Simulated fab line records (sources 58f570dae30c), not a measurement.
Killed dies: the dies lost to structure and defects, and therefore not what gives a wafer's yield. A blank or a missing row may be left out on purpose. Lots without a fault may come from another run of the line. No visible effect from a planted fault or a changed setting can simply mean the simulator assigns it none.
fab line records || flow berkeleyCmos170
record {"lots": 6, "wafers": 18, "lastDay": 12}
route steps=331 shown START@1 ZERO@6
lots with no fault: from the same line, run without faults
startH: the number of hours between the record's first day and the start of the first shown wafer of the lot || waitH: hours from the lot's prior step to this one || " same as the row above || L1.1+2: a row that stands for several wafers || - value missing, or start not given || * or withheld: withheld || < > ~ a bound
route shown NAME@n: names a module that has steps shown in the file, with the first one's number in the route || usual: mean/standard deviation of fault-free wafers || same: alike in all rows || chamber/n: place in a boat || sites: each site's reading || _std_site: the values' standard deviation || _edge_site: the outer-site mean with the inner-site mean subtracted || radiusMm: how far each site lies from the wafer's centre || mask NAME#n: copy n || behind: tool/chamber where the wafer was last shaped || hold: why the lot was held/for how many hours/how that ended || device: transistor that didn't switch, given as n, p or np || end of line: the tests these same wafers got at the end of their route || step lacking rows: just its recipe || killed: the dies lost at the first sort to structure and to defects; this is not the yield of the wafer || map: a wafer's dies, x killed, . not, _ none there
set.NAME: the setting as run; set.NAME@STEP: as run at that earlier step || model.NAME: the simulator's own value behind a step, which no gauge read
lots at some steps of the route; a table a step, a row a wafer
services: a tool's chamber out of use, with start hour (startH, from the record's first day; less than 0 if before it), hours out, and reason
## steps
# step UCB170_START_BOW_MEAS_00
# recipe {"mode": "bow"}
# usual {"INCOMING_BOW": "0/6.5"}
{"lot.wafer": "L446.1", "tool": "filmMetro-03", "chamber": "-", "startH": 20.00, "waitH": "-", "INCOMING_BOW[um]": 7}
{"lot.wafer": "L446.4", "tool": "filmMetro-03", "chamber": "-", "startH": 20.00, "waitH": "-", "INCOMING_BOW[um]": -2}
{"lot.wafer": "L446.6", "tool": "filmMetro-03", "chamber": "-", "startH": 20.00, "waitH": "-", "INCOMING_BOW[um]": -9}
{"lot.wafer": "L455.3", "tool": "filmMetro-04", "chamber": "-", "startH": 65.04, "waitH": "-", "INCOMING_BOW[um]": 7}
{"lot.wafer": "L455.4", "tool": "filmMetro-04", "chamber": "-", "startH": 65.04, "waitH": "-", "INCOMING_BOW[um]": -3}
{"lot.wafer": "L455.5", "tool": "filmMetro-04", "chamber": "-", "startH": 65.04, "waitH": "-", "INCOMING_BOW[um]": 2}
{"lot.wafer": "L456.4", "tool": "filmMetro-03", "chamber": "-", "startH": 70.06, "waitH": "-", "INCOMING_BOW[um]": 0}
{"lot.wafer": "L456.5", "tool": "filmMetro-03", "chamber": "-", "startH": 70.06, "waitH": "-", "INCOMING_BOW[um]": 8}
{"lot.wafer": "L456.6", "tool": "filmMetro-03", "chamber": "-", "startH": 70.06, "waitH": "-", "INCOMING_BOW[um]": 2}
{"lot.wafer": "L463.1", "tool": "filmMetro-04", "chamber": "-", "startH": 105.02, "waitH": "-", "INCOMING_BOW[um]": -8}
{"lot.wafer": "L463.3", "tool": "filmMetro-04", "chamber": "-", "startH": 105.02, "waitH": "-", "INCOMING_BOW[um]": 0}
{"lot.wafer": "L463.6", "tool": "filmMetro-04", "chamber": "-", "startH": 105.02, "waitH": "-", "INCOMING_BOW[um]": -5}
{"lot.wafer": "L464.2", "tool": "filmMetro-03", "chamber": "-", "startH": 110.02, "waitH": "-", "INCOMING_BOW[um]": -5}
{"lot.wafer": "L464.3", "tool": "filmMetro-03", "chamber": "-", "startH": 110.02, "waitH": "-", "INCOMING_BOW[um]": -10}
{"lot.wafer": "L464.5", "tool": "filmMetro-03", "chamber": "-", "startH": 110.02, "waitH": "-", "INCOMING_BOW[um]": -4}
{"lot.wafer": "L465.1", "tool": "filmMetro-04", "chamber": "-", "startH": 115.00, "waitH": "-", "INCOMING_BOW[um]": -5}
{"lot.wafer": "L465.2", "tool": "filmMetro-04", "chamber": "-", "startH": 115.00, "waitH": "-", "INCOMING_BOW[um]": 0}
{"lot.wafer": "L465.3", "tool": "filmMetro-04", "chamber": "-", "startH": 115.00, "waitH": "-", "INCOMING_BOW[um]": 6}
# step UCB170_START_CLEAN_01
# recipe {"chemistry": "dHF", "dilution": "25:1", "timeS": 60}
# step UCB170_START_OXIDATION_02
# recipe {"tempC": 954.6, "ambient": "O2", "targetThkA": 200, "oxTimeS": 1800}
# step UCB170_START_THK_MEAS_03
# recipe {"reads": "SiO2_of_START_OXIDATION_02"}
# usual {"START_OXIDE_THK": "20.9/0.42"}
{"lot.wafer": "L446.1", "tool": "filmMetro-03", "chamber": "-", "startH": 23.32, "waitH": 0.0, "START_OXIDE_THK[nm]": 20.9}
{"lot.wafer": "L446.4", "tool": "filmMetro-03", "chamber": "-", "startH": 23.32, "waitH": 0.0, "START_OXIDE_THK[nm]": 20.9}
{"lot.wafer": "L446.6", "tool": "filmMetro-03", "chamber": "-", "startH": 23.32, "waitH": 0.0, "START_OXIDE_THK[nm]": 21.1}
{"lot.wafer": "L455.3", "tool": "filmMetro-04", "chamber": "-", "startH": 68.97, "waitH": 0.0, "START_OXIDE_THK[nm]": 20.7}
{"lot.wafer": "L455.4", "tool": "filmMetro-04", "chamber": "-", "startH": 68.97, "waitH": 0.0, "START_OXIDE_THK[nm]": 20.7}
{"lot.wafer": "L455.5", "tool": "filmMetro-04", "chamber": "-", "startH": 68.97, "waitH": 0.0, "START_OXIDE_THK[nm]": 20.8}
{"lot.wafer": "L456.4", "tool": "filmMetro-03", "chamber": "-", "startH": 75.31, "waitH": 0.0, "START_OXIDE_THK[nm]": 20.7}
{"lot.wafer": "L456.5", "tool": "filmMetro-03", "chamber": "-", "startH": 75.31, "waitH": 0.0, "START_OXIDE_THK[nm]": 20.9}
{"lot.wafer": "L456.6", "tool": "filmMetro-03", "chamber": "-", "startH": 75.31, "waitH": 0.0, "START_OXIDE_THK[nm]": 20.9}
{"lot.wafer": "L463.1", "tool": "filmMetro-03", "chamber": "-", "startH": 108.73, "waitH": 0.0, "START_OXIDE_THK[nm]": 20.8}
{"lot.wafer": "L463.3", "tool": "filmMetro-03", "chamber": "-", "startH": 108.73, "waitH": 0.0, "START_OXIDE_THK[nm]": 20.6}
{"lot.wafer": "L463.6", "tool": "filmMetro-03", "chamber": "-", "startH": 108.73, "waitH": 0.0, "START_OXIDE_THK[nm]": 20.8}
{"lot.wafer": "L464.2", "tool": "filmMetro-03", "chamber": "-", "startH": 112.92, "waitH": 0.0, "START_OXIDE_THK[nm]": 21.5}
{"lot.wafer": "L464.3", "tool": "filmMetro-03", "chamber": "-", "startH": 112.92, "waitH": 0.0, "START_OXIDE_THK[nm]": 21.3}
{"lot.wafer": "L464.5", "tool": "filmMetro-03", "chamber": "-", "startH": 112.92, "waitH": 0.0, "START_OXIDE_THK[nm]": 21.8}
{"lot.wafer": "L465.1", "tool": "filmMetro-04", "chamber": "-", "startH": 122.59, "waitH": 0.0, "START_OXIDE_THK[nm]": 20.8}
{"lot.wafer": "L465.2", "tool": "filmMetro-04", "chamber": "-", "startH": 122.59, "waitH": 0.0, "START_OXIDE_THK[nm]": 21.2}
{"lot.wafer": "L465.3", "tool": "filmMetro-04", "chamber": "-", "startH": 122.59, "waitH": 0.0, "START_OXIDE_THK[nm]": 21.0}
# step UCB170_START_ANNEAL_04
# recipe {"tempC": 950, "timeS": 1200, "ambient": "N2"}
# step UCB170_ZERO_HMDS_00
# recipe {"primeTimeS": 60, "primeTempC": 100}
# step UCB170_ZERO_COAT_01
# recipe {"resist": "KrF", "spinRpm": 1500, "resistThkNm": 900}
# step UCB170_ZERO_SOFTBAKE_02
# recipe {"resist": "KrF", "tempC": 130, "timeS": 60}
# step UCB170_ZERO_EXPOSE_03
# recipe {"maskId": "PM_MARKS", "na": 0.5, "sigmaOuter": 0.6, "sourceShape": "conventional", "targetCdNm": 4000, "doseMj": 30}
# usual {"exposureDoseMJCm2": "30.006/0.03", "focusOffsetNm": "0.0/0.49", "na": "0.5/0"}
{"lot.wafer": "L446.1", "tool": "krfScanner-02", "chamber": 0, "startH": 26.71, "waitH": 0.4, "mask": "PM_MARKS#0", "exposureDoseMJCm2": 30.047, "focusOffsetNm": -0.4, "na": 0.5}
{"lot.wafer": "L446.4", "tool": "krfScanner-02", "chamber": 0, "startH": 26.71, "waitH": 0.4, "mask": "PM_MARKS#0", "exposureDoseMJCm2": 30.032, "focusOffsetNm": -0.4, "na": 0.5}
{"lot.wafer": "L446.6", "tool": "krfScanner-02", "chamber": 0, "startH": 26.71, "waitH": 0.4, "mask": "PM_MARKS#0", "exposureDoseMJCm2": 30.035, "focusOffsetNm": 0.3, "na": 0.5}
{"lot.wafer": "L455.3", "tool": "krfScanner-01", "chamber": "-", "startH": 73.73, "waitH": 0.2, "mask": "PM_MARKS#0", "exposureDoseMJCm2": "-", "focusOffsetNm": "-", "na": "-"}
{"lot.wafer": "L455.4", "tool": "krfScanner-01", "chamber": "-", "startH": 73.73, "waitH": 0.2, "mask": "PM_MARKS#0", "exposureDoseMJCm2": "-", "focusOffsetNm": "-", "na": "-"}
{"lot.wafer": "L455.5", "tool": "krfScanner-01", "chamber": "-", "startH": 73.73, "waitH": 0.2, "mask": "PM_MARKS#0", "exposureDoseMJCm2": "-", "focusOffsetNm": "-", "na": "-"}
{"lot.wafer": "L456.4", "tool": "krfScanner-01", "chamber": "-", "startH": 78.50, "waitH": 0.1, "mask": "PM_MARKS#0", "exposureDoseMJCm2": "-", "focusOffsetNm": "-", "na": "-"}
{"lot.wafer": "L456.5", "tool": "krfScanner-01", "chamber": "-", "startH": 78.50, "waitH": 0.1, "mask": "PM_MARKS#0", "exposureDoseMJCm2": "-", "focusOffsetNm": "-", "na": "-"}
{"lot.wafer": "L456.6", "tool": "krfScanner-01", "chamber": "-", "startH": 78.50, "waitH": 0.1, "mask": "PM_MARKS#0", "exposureDoseMJCm2": "-", "focusOffsetNm": "-", "na": "-"}
{"lot.wafer": "L463.1", "tool": "krfScanner-01", "chamber": 0, "startH": 112.11, "waitH": 0.2, "mask": "PM_MARKS#0", "exposureDoseMJCm2": 30.053, "focusOffsetNm": -0.6, "na": 0.5}
{"lot.wafer": "L463.3", "tool": "krfScanner-01", "chamber": 0, "startH": 112.11, "waitH": 0.2, "mask": "PM_MARKS#0", "exposureDoseMJCm2": 29.993, "focusOffsetNm": -0.7, "na": 0.5}
{"lot.wafer": "L463.6", "tool": "krfScanner-01", "chamber": 0, "startH": 112.11, "waitH": 0.2, "mask": "PM_MARKS#0", "exposureDoseMJCm2": 30.037, "focusOffsetNm": -0.3, "na": 0.5}
{"lot.wafer": "L464.2", "tool": "krfScanner-01", "chamber": 0, "startH": 116.76, "waitH": 0.1, "mask": "PM_MARKS#0", "exposureDoseMJCm2": 30.025, "focusOffsetNm": -0.8, "na": 0.5}
{"lot.wafer": "L464.3", "tool": "krfScanner-01", "chamber": 0, "startH": 116.76, "waitH": 0.1, "mask": "PM_MARKS#0", "exposureDoseMJCm2": 30.079, "focusOffsetNm": -0.8, "na": 0.5}
{"lot.wafer": "L464.5", "tool": "krfScanner-01", "chamber": 0, "startH": 116.76, "waitH": 0.1, "mask": "PM_MARKS#0", "exposureDoseMJCm2": 30.058, "focusOffsetNm": -0.5, "na": 0.5}
{"lot.wafer": "L465.1", "tool": "krfScanner-02", "chamber": 0, "startH": 130.18, "waitH": 0.3, "mask": "PM_MARKS#0", "exposureDoseMJCm2": 30.032, "focusOffsetNm": -0.7, "na": 0.5}
{"lot.wafer": "L465.2", "tool": "krfScanner-02", "chamber": 0, "startH": 130.18, "waitH": 0.3, "mask": "PM_MARKS#0", "exposureDoseMJCm2": 29.995, "focusOffsetNm": 0.0, "na": 0.5}
{"lot.wafer": "L465.3", "tool": "krfScanner-02", "chamber": 0, "startH": 130.18, "waitH": 0.3, "mask": "PM_MARKS#0", "exposureDoseMJCm2": 30.007, "focusOffsetNm": -0.1, "na": 0.5}
# step UCB170_ZERO_PEB_04
# recipe {"pebTempC": 130, "pebTimeS": "withheld", "resist": "KrF"}
# step UCB170_ZERO_DEVELOP_05
# recipe {"developer": "TMAH", "developTimeS": 45, "resist": "KrF", "devTempC": 21}
# step UCB170_ZERO_ETCH_06
# recipe {"chemistry": "CHF3/CF4/Ar", "target": "SiO2", "timeS": 12, "pressureMtorr": 100, "rfW": 500, "CHF3_flow_sccm": 50, "cf4FlowSccm": 10, "Ar_flow_sccm": 120, "overEtchFrac": 1.58}
# usual {"drypumpMotorCurrentA": "5.8/0.38", "oesProductAu": "0.623/0.0092", "throttleValvePct": "9.24/0.16"}
{"lot.wafer": "L446.1", "tool": "rieDiel-02", "chamber": 0, "startH": 27.10, "waitH": "-", "drypumpMotorCurrentA": 5.9, "oesProductAu": 0.613, "rfHoursCounterH": 25, "throttleValvePct": 9.11}
{"lot.wafer": "L446.4", "tool": "rieDiel-02", "chamber": 0, "startH": 27.10, "waitH": "-", "drypumpMotorCurrentA": 5.9, "oesProductAu": 0.621, "rfHoursCounterH": "-", "throttleValvePct": 9.12}
{"lot.wafer": "L446.6", "tool": "rieDiel-02", "chamber": 3, "startH": 27.10, "waitH": "-", "drypumpMotorCurrentA": 6.0, "oesProductAu": 0.630, "rfHoursCounterH": "-", "throttleValvePct": 9.31}
{"lot.wafer": "L455.3", "tool": "rieDiel-03", "chamber": 3, "startH": 74.53, "waitH": "-", "drypumpMotorCurrentA": 5.3, "oesProductAu": 0.382, "rfHoursCounterH": 14, "throttleValvePct": 9.15}
{"lot.wafer": "L455.4", "tool": "rieDiel-03", "chamber": 1, "startH": 74.53, "waitH": "-", "drypumpMotorCurrentA": 6.3, "oesProductAu": 0.383, "rfHoursCounterH": 52, "throttleValvePct": 9.42}
{"lot.wafer": "L455.5", "tool": "rieDiel-03", "chamber": 0, "startH": 74.53, "waitH": "-", "drypumpMotorCurrentA": 5.9, "oesProductAu": 0.366, "rfHoursCounterH": "-", "throttleValvePct": 9.49}
{"lot.wafer": "L456.4", "tool": "rieDiel-03", "chamber": 3, "startH": 78.84, "waitH": "-", "drypumpMotorCurrentA": 5.3, "oesProductAu": 0.384, "rfHoursCounterH": 14, "throttleValvePct": 9.16}
{"lot.wafer": "L456.5", "tool": "rieDiel-03", "chamber": 1, "startH": 78.84, "waitH": "-", "drypumpMotorCurrentA": 6.3, "oesProductAu": 0.374, "rfHoursCounterH": "-", "throttleValvePct": 9.43}
{"lot.wafer": "L456.6", "tool": "rieDiel-03", "chamber": 0, "startH": 78.84, "waitH": "-", "drypumpMotorCurrentA": 5.8, "oesProductAu": 0.365, "rfHoursCounterH": "-", "throttleValvePct": 9.49}
{"lot.wafer": "L463.1", "tool": "rieDiel-03", "chamber": 3, "startH": 112.90, "waitH": "-", "drypumpMotorCurrentA": 5.3, "oesProductAu": 0.633, "rfHoursCounterH": 15, "throttleValvePct": 9.14}
{"lot.wafer": "L463.3", "tool": "rieDiel-03", "chamber": 1, "startH": 112.90, "waitH": "-", "drypumpMotorCurrentA": 6.4, "oesProductAu": 0.627, "rfHoursCounterH": 54, "throttleValvePct": 9.44}
{"lot.wafer": "L463.6", "tool": "rieDiel-03", "chamber": 1, "startH": 112.90, "waitH": "-", "drypumpMotorCurrentA": 6.3, "oesProductAu": 0.630, "rfHoursCounterH": "-", "throttleValvePct": 9.46}
{"lot.wafer": "L464.2", "tool": "rieDiel-04", "chamber": 2, "startH": 117.13, "waitH": "-", "drypumpMotorCurrentA": 6.4, "oesProductAu": 0.619, "rfHoursCounterH": 37, "throttleValvePct": 9.24}
{"lot.wafer": "L464.3", "tool": "rieDiel-04", "chamber": 1, "startH": 117.13, "waitH": "-", "drypumpMotorCurrentA": 5.9, "oesProductAu": 0.623, "rfHoursCounterH": 95, "throttleValvePct": 9.20}
{"lot.wafer": "L464.5", "tool": "rieDiel-04", "chamber": 1, "startH": 117.13, "waitH": "-", "drypumpMotorCurrentA": 5.9, "oesProductAu": 0.630, "rfHoursCounterH": "-", "throttleValvePct": 9.17}
{"lot.wafer": "L465.1", "tool": "rieDiel-03", "chamber": 0, "startH": 130.84, "waitH": "-", "drypumpMotorCurrentA": 5.8, "oesProductAu": 0.604, "rfHoursCounterH": 3, "throttleValvePct": 9.49}
{"lot.wafer": "L465.2", "tool": "rieDiel-03", "chamber": 2, "startH": 130.84, "waitH": "-", "drypumpMotorCurrentA": 5.5, "oesProductAu": 0.619, "rfHoursCounterH": 8, "throttleValvePct": 9.13}
{"lot.wafer": "L465.3", "tool": "rieDiel-03", "chamber": 3, "startH": 130.84, "waitH": "-", "drypumpMotorCurrentA": 5.3, "oesProductAu": 0.628, "rfHoursCounterH": 16, "throttleValvePct": 9.15}
# step UCB170_ZERO_STRIP_07
# recipe {"chemistry": "O2", "powerW": 400, "pressureMtorr": 3500, "platenTempC": "withheld", "o2FlowSccm": 400, "overashFraction": 0.5}
# usual {"drypumpMotorCurrentA": "5.76/0.24", "oesProductAu": "0.727/0.0045", "stripTimeToEndpointS": "21.49/0.068"}
{"lot.wafer": "L446.1", "tool": "plasmaAsher-03", "chamber": 0, "startH": 27.12, "waitH": 0.0, "drypumpMotorCurrentA": 6.09, "oesProductAu": 0.729, "rfHoursCounterH": 21, "stripTimeToEndpointS": 21.48}
{"lot.wafer": "L446.4", "tool": "plasmaAsher-03", "chamber": 1, "startH": 27.12, "waitH": 0.0, "drypumpMotorCurrentA": 6.05, "oesProductAu": 0.727, "rfHoursCounterH": "-", "stripTimeToEndpointS": 21.44}
{"lot.wafer": "L446.6", "tool": "plasmaAsher-03", "chamber": 0, "startH": 27.12, "waitH": 0.0, "drypumpMotorCurrentA": 6.09, "oesProductAu": 0.733, "rfHoursCounterH": "-", "stripTimeToEndpointS": 21.57}
{"lot.wafer": "L455.3", "tool": "plasmaAsher-02", "chamber": 1, "startH": 74.58, "waitH": 0.0, "drypumpMotorCurrentA": 5.59, "oesProductAu": 0.719, "rfHoursCounterH": "-", "stripTimeToEndpointS": 21.54}
{"lot.wafer": "L455.4", "tool": "plasmaAsher-02", "chamber": 0, "startH": 74.58, "waitH": 0.0, "drypumpMotorCurrentA": 5.89, "oesProductAu": 0.720, "rfHoursCounterH": "-", "stripTimeToEndpointS": 21.45}
{"lot.wafer": "L455.5", "tool": "plasmaAsher-02", "chamber": 0, "startH": 74.58, "waitH": 0.0, "drypumpMotorCurrentA": 5.90, "oesProductAu": 0.726, "rfHoursCounterH": "-", "stripTimeToEndpointS": 21.46}
{"lot.wafer": "L456.4", "tool": "plasmaAsher-03", "chamber": 1, "startH": 78.89, "waitH": 0.0, "drypumpMotorCurrentA": 6.07, "oesProductAu": 0.727, "rfHoursCounterH": "-", "stripTimeToEndpointS": 21.44}
{"lot.wafer": "L456.5", "tool": "plasmaAsher-03", "chamber": 1, "startH": 78.89, "waitH": 0.0, "drypumpMotorCurrentA": 6.04, "oesProductAu": 0.726, "rfHoursCounterH": "-", "stripTimeToEndpointS": 21.35}
{"lot.wafer": "L456.6", "tool": "plasmaAsher-03", "chamber": 0, "startH": 78.89, "waitH": 0.0, "drypumpMotorCurrentA": 6.09, "oesProductAu": 0.725, "rfHoursCounterH": "-", "stripTimeToEndpointS": 21.46}
{"lot.wafer": "L463.1", "tool": "plasmaAsher-03", "chamber": 1, "startH": 112.92, "waitH": 0.0, "drypumpMotorCurrentA": 6.04, "oesProductAu": 0.725, "rfHoursCounterH": 30, "stripTimeToEndpointS": 21.50}
{"lot.wafer": "L463.3", "tool": "plasmaAsher-03", "chamber": 1, "startH": 112.92, "waitH": 0.0, "drypumpMotorCurrentA": 6.05, "oesProductAu": 0.728, "rfHoursCounterH": "-", "stripTimeToEndpointS": 21.48}
{"lot.wafer": "L463.6", "tool": "plasmaAsher-03", "chamber": 1, "startH": 112.92, "waitH": 0.0, "drypumpMotorCurrentA": 6.04, "oesProductAu": 0.736, "rfHoursCounterH": "-", "stripTimeToEndpointS": 21.53}
{"lot.wafer": "L464.2", "tool": "plasmaAsher-01", "chamber": 0, "startH": 117.16, "waitH": 0.0, "drypumpMotorCurrentA": 5.45, "oesProductAu": 0.731, "rfHoursCounterH": 42, "stripTimeToEndpointS": 21.26}
{"lot.wafer": "L464.3", "tool": "plasmaAsher-01", "chamber": 1, "startH": 117.16, "waitH": 0.0, "drypumpMotorCurrentA": 5.61, "oesProductAu": 0.727, "rfHoursCounterH": "-", "stripTimeToEndpointS": 21.43}
{"lot.wafer": "L464.5", "tool": "plasmaAsher-01", "chamber": 1, "startH": 117.16, "waitH": 0.0, "drypumpMotorCurrentA": 5.63, "oesProductAu": 0.722, "rfHoursCounterH": "-", "stripTimeToEndpointS": 21.38}
{"lot.wafer": "L465.1", "tool": "plasmaAsher-01", "chamber": 1, "startH": 130.88, "waitH": 0.0, "drypumpMotorCurrentA": 5.62, "oesProductAu": 0.734, "rfHoursCounterH": 43, "stripTimeToEndpointS": 21.41}
{"lot.wafer": "L465.2", "tool": "plasmaAsher-01", "chamber": 0, "startH": 130.88, "waitH": 0.0, "drypumpMotorCurrentA": 5.45, "oesProductAu": 0.731, "rfHoursCounterH": 43, "stripTimeToEndpointS": 21.45}
{"lot.wafer": "L465.3", "tool": "plasmaAsher-01", "chamber": 0, "startH": 130.88, "waitH": 0.0, "drypumpMotorCurrentA": 5.43, "oesProductAu": 0.727, "rfHoursCounterH": "-", "stripTimeToEndpointS": 21.48}
## services
{"tool": "rieDiel-03", "chamber": 1, "startH": 7.49, "hours": 35.5, "kind": "repair"}
{"tool": "krfScanner-01", "chamber": "-", "startH": 7.73, "hours": 0.8, "kind": "repair"}
{"tool": "rieDiel-02", "chamber": 1, "startH": 7.74, "hours": "-", "kind": "clean"}
{"tool": "rieDiel-02", "chamber": 1, "startH": 7.74, "hours": "-", "kind": "consumableReplace:esc"}
{"tool": "rieDiel-02", "chamber": 1, "startH": 7.74, "hours": 20.7, "kind": "scheduledDown"}
{"tool": "rieDiel-02", "chamber": 1, "startH": 7.74, "hours": 20.7, "kind": "ventCycle"}
{"tool": "krfScanner-01", "chamber": "-", "startH": 42.95, "hours": 0.2, "kind": "repair"}
{"tool": "rieDiel-03", "chamber": 0, "startH": 43.02, "hours": "-", "kind": "clean"}
{"tool": "rieDiel-03", "chamber": 0, "startH": 43.02, "hours": 18.6, "kind": "scheduledDown"}
{"tool": "rieDiel-03", "chamber": 0, "startH": 43.02, "hours": 18.6, "kind": "ventCycle"}
{"tool": "krfScanner-02", "chamber": "-", "startH": 47.12, "hours": 1.3, "kind": "pm"}
{"tool": "krfScanner-01", "chamber": "-", "startH": 52.76, "hours": 0.9, "kind": "repair"}
{"tool": "krfScanner-01", "chamber": "-", "startH": 65.21, "hours": 0.8, "kind": "repair"}
{"tool": "krfScanner-01", "chamber": "-", "startH": 65.99, "hours": 0.8, "kind": "pm"}
{"tool": "rieDiel-04", "chamber": 1, "startH": 66.56, "hours": 10.0, "kind": "repair"}
{"tool": "krfScanner-01", "chamber": "-", "startH": 86.87, "hours": 0.5, "kind": "repair"}
{"tool": "rieDiel-04", "chamber": 3, "startH": 90.95, "hours": 1.9, "kind": "repair"}
{"tool": "rieDiel-02", "chamber": 3, "startH": 94.81, "hours": 4.5, "kind": "repair"}
{"tool": "plasmaAsher-03", "chamber": "-", "startH": 100.41, "hours": 2.8, "kind": "pm"}
{"tool": "krfScanner-02", "chamber": "-", "startH": 101.34, "hours": 1.0, "kind": "pm"}
{"tool": "krfScanner-02", "chamber": "-", "startH": 103.80, "hours": 0.8, "kind": "pm"}
{"tool": "plasmaAsher-02", "chamber": "-", "startH": 108.75, "hours": 9.0, "kind": "pm"}
{"tool": "krfScanner-02", "chamber": "-", "startH": 114.59, "hours": 4.7, "kind": "repair"}
{"tool": "plasmaAsher-01", "chamber": "-", "startH": 126.05, "hours": 2.8, "kind": "pm"}
## key
firstSign {"step": "UCB170_ZERO_EXPOSE_03", "reading": "toolRecord", "direction": "missing"}
effect {"step": "UCB170_ZERO_ETCH_06", "reading": "oesProductAu", "direction": "down", "sigmas": 27, "usual": 0.623, "struck": 0.376}
metAt UCB170_ZERO_EXPOSE_03
struckWafers L455.3,L455.4,L455.5,L456.4,L456.5,L456.6
laterRowsLeftOut L455.3,L455.4,L455.5,L456.4,L456.5,L456.6
sortLeftOut L455.3,L455.4,L455.5,L456.4,L456.5,L456.6
testerLeftOut L455,L456
fault {"kind": "skippedStepWhole", "tool": "krfScanner-01", "chamber": "-", "onsetH": 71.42, "steps": "UCB170_ZERO_EXPOSE_03", "scope": "struckLotsOnly"}
# testerLeftOut: of these lots the tester's yield and bins aren't shown, on N5 and GAA mostly nor the transistor test; their killed dies are dies lost to structure and defects alone, not to doping, threshold or leakage, so they don't give the yield
# sortLeftOut: the simulated sort isn't trusted on such a fault, so these wafers' sort isn't shown, and their yield isn't known
# laterRowsLeftOut: the simulator's readings of these wafers behind a module that went badly wrong aren't trusted and aren't shown, but for the sort
